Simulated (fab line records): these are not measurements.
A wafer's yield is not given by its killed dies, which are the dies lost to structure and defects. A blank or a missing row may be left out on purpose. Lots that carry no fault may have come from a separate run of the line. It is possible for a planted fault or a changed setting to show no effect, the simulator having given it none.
Which tool was responsible? ; flow berkeley-cmos170 ; 14 lots with 42 wafers sampled at 6 steps, on a route of 331 steps

== WHAT EACH GAUGE READ, for each wafer ==
UCB170_FIELD_THK_MEAS_91.
lot;measured;on;FIELD_OXIDE_LEFT_2_THK (nm)
L711;day 6 18:32;film-metro-01;364 363 363
L712;day 7 08:46;film-metro-02;356 367 355
L713;day 7 09:51;film-metro-02;359 367 374
L719;day 8 04:11;film-metro-04;369 361 364
L717;day 8 04:28;film-metro-04;368 370 371
L715;day 8 04:28;film-metro-02;355 358 360
L714;day 8 04:43;film-metro-02;367 362 371
L718;day 8 04:43;film-metro-04;364 379 368
L722;day 9 00:01;film-metro-01;348 356 357
L726;day 9 11:44;film-metro-02;376 365 370
L724;day 9 12:28;film-metro-01;350 357 352
L730;day 10 13:30;film-metro-01;348 346 346
L729;day 10 14:02;film-metro-01;337 349 349
L732;day 11 01:05;film-metro-02;355 357 365

UCB170_PSD_OVL_MEAS_07.
lot;measured;on;PSD_OVL (nm)
L711;day 7 20:50;overlay-02;-12 -14 -10
L712;day 8 12:35;overlay-02;-3 -6 4
L713;day 8 12:52;overlay-02;-15 -15 -17
L719;day 9 08:55;overlay-01;11 4 6
L717;day 9 08:26;overlay-01;-2 -2 -2
L715;day 9 08:44;overlay-02;-1 3 7
L714;day 9 09:09;overlay-02;-2 0 -5
L718;day 9 08:55;overlay-02;-18 -6 -7
L722;day 10 05:35;overlay-02;-6 -4 -4
L726;day 10 16:36;overlay-01;-12 -14 -11
L724;day 10 16:19;overlay-01;0 -4 -7
L730;day 11 11:52;overlay-02;-4 0 1
L729;day 11 11:59;overlay-01;-9 -8 -7
L732;day 12 01:08;overlay-01;-8 -4 -5

UCB170_PSD_TW_MEAS_10.
lot;measured;on;PSD_TW
L711;day 7 21:07;film-metro-02;2321 2306 2315
L712;day 8 12:52;film-metro-02;2304 2298 2302
L713;day 8 13:09;film-metro-03;2338 2345 2333
L719;day 9 09:13;film-metro-02;2290 2292 2297
L717;day 9 08:44;film-metro-03;2321 2332 2334
L715;day 9 09:01;film-metro-02;2320 2306 2307
L714;day 9 09:28;film-metro-02;2303 2308 2303
L718;day 9 09:19;film-metro-03;2325 2333 2331
L722;day 10 05:52;film-metro-02;1732 1741 1724 1737 1744 1730
L726;day 10 16:54;film-metro-01;2343 2346 2342
L724;day 10 16:36;film-metro-01;1762 1763 1756 1755 1763 1753
L730;day 11 12:09;film-metro-02;2305 2304 2295
L729;day 11 12:17;film-metro-03;2350 2355 2354
L732;day 12 01:26;film-metro-02;2316 2307 2321

UCB170_SDANNEAL_RS_MEAS_02: measurement is done with a four-point probe.
lot;measured;on;PSD_RS (ohm/sq)
L711;day 8 01:46;film-metro-01;75.9 75.9 75.4
L712;day 8 15:38;film-metro-03;76.0 76.0 75.6
L713;day 8 15:56;film-metro-02;75.8 75.4 75.5
L719;day 9 13:25;film-metro-01;75.8 75.8 76.0
L717;day 9 12:48;film-metro-02;75.8 75.7 75.5
L715;day 9 12:59;film-metro-03;74.7 74.8 74.4
L714;day 9 13:45;film-metro-03;75.5 75.4 75.3
L718;day 9 13:23;film-metro-02;75.4 75.7 75.2
L722;day 10 11:18;film-metro-03;146.9 145.2 146.3 146.5 145.5 146.6
L726;day 11 00:08;film-metro-01;75.1 75.3 75.3
L724;day 11 04:40;film-metro-03;144.1 144.8 144.1 144.4 144.2 144.5
L730;day 11 16:39;film-metro-01;75.3 75.1 75.4
L729;day 11 16:29;film-metro-02;75.2 75.5 75.7
L732;day 12 04:32;film-metro-02;74.9 74.8 74.9

== EACH LOT AND THE TOOL THAT RAN IT (in order: tool; ch and the chambers of the sampled wafers; start) ==
lot;UCB170_PSD_IMPLANT_08;UCB170_PSD_STRIP_09
L711;implanter-02 ch 0, day 7 20:54;plasma-asher-03 ch 0,1, day 7 21:02
L712;implanter-02 ch 0, day 8 12:39;plasma-asher-04 ch 0,1, day 8 12:47
L713;implanter-03 ch 0, day 8 12:56;plasma-asher-03 ch 0,1, day 8 13:04
L719;implanter-03 ch 0, day 9 09:00;plasma-asher-02 ch 0,1, day 9 09:08
L717;implanter-01 ch 0, day 9 08:29;plasma-asher-02 ch 0,1, day 9 08:38
L715;implanter-01 ch 0, day 9 08:47;plasma-asher-03 ch 0,1, day 9 08:55
L714;implanter-01 ch 0, day 9 09:13;plasma-asher-02 ch 0,1, day 9 09:22
L718;implanter-01 ch 0, day 9 09:05;plasma-asher-03 ch 0,1, day 9 09:13
L722;implanter-01 ch 0, day 10 05:38;plasma-asher-02 ch 0,1, day 10 05:46
L726;implanter-02 ch 0, day 10 16:41;plasma-asher-04 ch 0,1, day 10 16:49
L724;implanter-01 ch 0, day 10 16:21;plasma-asher-03 ch 0,1, day 10 16:30
L730;implanter-03 ch 0, day 11 11:54;plasma-asher-02 ch 0,1, day 11 12:03
L729;implanter-02 ch 0, day 11 12:04;plasma-asher-04 ch 0,1, day 11 12:12
L732;implanter-02 ch 0, day 12 01:11;plasma-asher-04 ch 0,1, day 12 01:19
- UCB170_PSD_IMPLANT_08
- UCB170_PSD_STRIP_09: strips in O2.

== WHAT THE TOOLS THEMSELVES READ (means of the sampled wafers that have a number; where no wafer has one, the mark that the record gives instead) ==
UCB170_PSD_IMPLANT_08.
lot;tool;dose-ions-cm2;end-station-pressure-torr (Torr);faraday-current-uA
L711;implanter-02;3.000e+15;1.26e-05;9152
L712;implanter-02;2.998e+15;1.26e-05;9014
L713;implanter-03;3.002e+15;1.26e-05;9400
L719;implanter-03;3.002e+15;1.24e-05;9144
L717;implanter-01;2.999e+15;1.29e-05;9364
L715;implanter-01;3.001e+15;1.28e-05;9321
L714;implanter-01;3.003e+15;1.31e-05;9258
L718;implanter-01;2.999e+15;1.19e-05;9357
L722;implanter-01;1.197e+15;8.00e-06;3809
L726;implanter-02;2.997e+15;1.21e-05;9296
L724;implanter-01;1.203e+15;8.07e-06;3769
L730;implanter-03;3.004e+15;1.23e-05;9299
L729;implanter-02;3.002e+15;1.28e-05;9187
L732;implanter-02;2.999e+15;1.28e-05;9284

UCB170_PSD_STRIP_09.
lot;tool;drypump-motor-current-A (A);oes-product-au (a.u.);strip-time-to-endpoint-s (s)
L711;plasma-asher-03;5.4;0.598;29.37
L712;plasma-asher-04;6.4;0.600;29.42
L713;plasma-asher-03;5.4;0.602;29.48
L719;plasma-asher-02;6.1;0.601;29.45
L717;plasma-asher-02;6.2;0.598;29.48
L715;plasma-asher-03;5.4;0.600;29.55
L714;plasma-asher-02;6.1;0.595;29.41
L718;plasma-asher-03;5.5;0.599;29.51
L722;plasma-asher-02;6.2;0.734;21.64
L726;plasma-asher-04;6.3;0.595;29.53
L724;plasma-asher-03;5.5;0.737;21.69
L730;plasma-asher-02;6.2;0.598;29.51
L729;plasma-asher-04;6.4;0.597;29.55
L732;plasma-asher-04;6.3;0.599;29.50

== THE ANSWER, worked out from the rows above alone ==
Rule: usual is defined by the lots themselves. The widest of any qualifying gaps counts: lots, ordered by their means at a reading, are off when they make up no more than a third of the lots, leave a main group of 4 or more, and stand apart from it by 3 or more times the standard deviation of that group's means. A main group whose means are all the same, to the digits that the tables above print for the reading, isn't used. Also off: a lot with no number at a reading for which 4 or more lots have one. All remaining lots with rows at the step are treated as sound. Order of review: gauges by route order, followed by the tools' own readings, for which a lot's mean as printed above is used. The first step at which some lot is off is used, and at that step the reading that is off furthest; a lot without a number counts as furthest.
Off: L722, L724, at UCB170_PSD_TW_MEAS_10 (PSD_TW). Mean 2320 and standard deviation 18 in the main group.
If a tool, at a process step before that reading, ran all the lots that are off and no sound lot after the first of them, it fits. The gauges at UCB170_PSD_TW_MEAS_10 aren't tried: what is off there is off at UCB170_SDANNEAL_RS_MEAS_02 too, on other tools, and a gauge's error can't cause that. One candidate fits, namely implanter-01 at UCB170_PSD_IMPLANT_08. A fault onset in the window from L714 (day 9 09:13, its last sound lot) to L722 (day 10 05:38, its first lot off) fits.
The tool's own readings at UCB170_PSD_IMPLANT_08 bear it out: on the lots that are off they differ by more than 5 times the standard deviation of the sound lots' means. dose-ions-cm2 reads 1.200e+15 there against 3.000e+15 on the sound lots; end-station-pressure-torr reads 8.04e-06 Torr there against 1.26e-05 Torr on the sound lots; faraday-current-uA reads 3789 there against 9256 on the sound lots.

== WHAT THE SIMULATOR PUT IN ==
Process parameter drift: implanter-01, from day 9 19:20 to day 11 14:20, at UCB170_PSD_IMPLANT_08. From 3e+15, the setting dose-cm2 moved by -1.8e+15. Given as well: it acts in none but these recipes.
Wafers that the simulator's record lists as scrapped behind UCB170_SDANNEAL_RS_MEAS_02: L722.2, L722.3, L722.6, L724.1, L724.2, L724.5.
Struck lots among those shown: L722, L724. This agrees with what the rule above found.
